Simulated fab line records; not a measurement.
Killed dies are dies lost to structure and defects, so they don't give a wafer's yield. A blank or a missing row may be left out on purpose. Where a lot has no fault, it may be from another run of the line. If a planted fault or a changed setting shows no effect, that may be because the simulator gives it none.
Split-lot trial	flow rit_cmos	5 lots, 23 wafers read, on a route of 202 steps

## THE SPLIT
At RIT_NWELL_IMPLANT_08, the setting dose_cm2 was moved away from the recipe's 5e+13 on 6 of the 23 wafers read, by -7.0% to +2.4%. All remaining wafers had this setting at the recipe value.

## FROM THE SPLIT TO THE READING: what the file shows between them, 6 steps
- RIT_NWELL_STRIP_09: strips in O2, time 180 s
- RIT_NWELL_TW_MEAS_10
- RIT_PWELL_HARDBAKE_07: time 120 s (also split here: temp_c)
- RIT_PWELL_IMPLANT_08
- RIT_PWELL_STRIP_09: strips in O2, time 180 s
- RIT_WELLDRIVE_ANNEAL_00: time 14700 s

## THE READING
NWELL_RS, in ohm/sq, at RIT_WELLDRIVE_RS_MEAS_01 (measures by four-point-probe). Fault-free wafers of this fab line usually give 275.5 ohm/sq, standard deviation 0.91 ohm/sq.

wafer	tool, chamber at the split	dose_cm2 as run	against the recipe	NWELL_RS, ohm/sq	against lot-mates on the recipe
L074.1	implanter-04, 0	5e+13	recipe	275.5	-
L074.2	implanter-04, 0	5e+13	recipe	274.5	-
L074.4	implanter-04, 0	5e+13	recipe	275.0	-
L074.5	implanter-04, 0	5e+13	recipe	275.4	-
L074.6	implanter-04, 0	5e+13	recipe	274.1	-
L075.1	implanter-03, 0	5e+13	recipe	276.9	-
L075.2	implanter-03, 0	5e+13	recipe	276.3	-
L075.3	implanter-03, 0	4.648e+13	-7.0%	289.8	+13.1
L075.5	implanter-03, 0	4.648e+13	-7.0%	289.6	+12.9
L075.6	implanter-03, 0	5e+13	recipe	276.8	-
L076.2	implanter-04, 0	5e+13	recipe	277.1	-
L076.3	implanter-04, 0	5.121e+13	+2.4%	273.1	-3.8
L076.4	implanter-04, 0	5.121e+13	+2.4%	273.2	-3.7
L076.5	implanter-04, 0	5e+13	recipe	276.8	-
L076.6	implanter-04, 0	5e+13	recipe	276.7	-
L081.1	implanter-04, 0	4.76e+13	-4.8%	282.5	+7.7
L081.2	implanter-04, 0	5e+13	recipe	274.5	-
L081.3	implanter-04, 0	5e+13	recipe	274.8	-
L081.4	implanter-04, 0	5e+13	recipe	275.1	-
L081.5	implanter-04, 0	4.76e+13	-4.8%	283.5	+8.7
L083.1	implanter-01, 0	5e+13	recipe	276.7	-
L083.3	implanter-01, 0	5e+13	recipe	276.3	-
L083.5	implanter-01, 0	5e+13	recipe	276.4	-

THE FIT
A straight line over all 23 wafers: NWELL_RS changes by -1.75 ohm/sq for each +1% of dose_cm2; r = -0.97; the points scatter about the line by 1.2 ohm/sq.
The same after taking each lot's own level away (the mean of its wafers on the recipe; 23 wafers): -1.78 ohm/sq for each +1%; r = -1.00; scatter 0.43 ohm/sq.
On that fit, the largest move of dose_cm2 shifts the reading by 13 ohm/sq.
Across the lots, their own levels run from 274.80 to 276.87 ohm/sq, a range of 2.3 times the standard deviation given above.
So the lot-to-lot level changes the slope little: the two slopes agree.
Check: +12.3 ohm/sq against its lot-mates is what the line predicts for one of the wafers moved furthest among these (-7.0%) when that wafer is left out of the fit. It came out at +13.1 ohm/sq against them.

## ADDITIONAL SPLITS CARRIED BY THESE WAFERS
Before the reading, these wafers also passed through other splits. Each is held against what the fit with the lots' levels taken away leaves over:
other split on the same wafers	wafers away from the commonest value	r with NWELL_RS (lot level and that fit taken away)
RIT_ACTIVE_CVD_03 nh3_flow_sccm	15	+0.10
RIT_ACTIVE_ETCH_13 rf_w	6	+0.13
RIT_PWELL_HARDBAKE_07 temp_c	8	-0.24

## THE WHOLE CHAIN: every reading that the file lists as answering this split, in the file's order
step	what it does	reading	change (the file's fit)	r (the file's)
RIT_NWELL_TW_MEAS_10		NWELL_TW	+6.84 for each +1% of the setting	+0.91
RIT_WELLDRIVE_RS_MEAS_01	measures by four-point-probe	NWELL_RS	-1.78 for each +1% of the setting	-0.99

## THE FILE'S OWN FIT
NWELL_RS changes by -1.78 ohm/sq for each +1% of dose_cm2, r = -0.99.
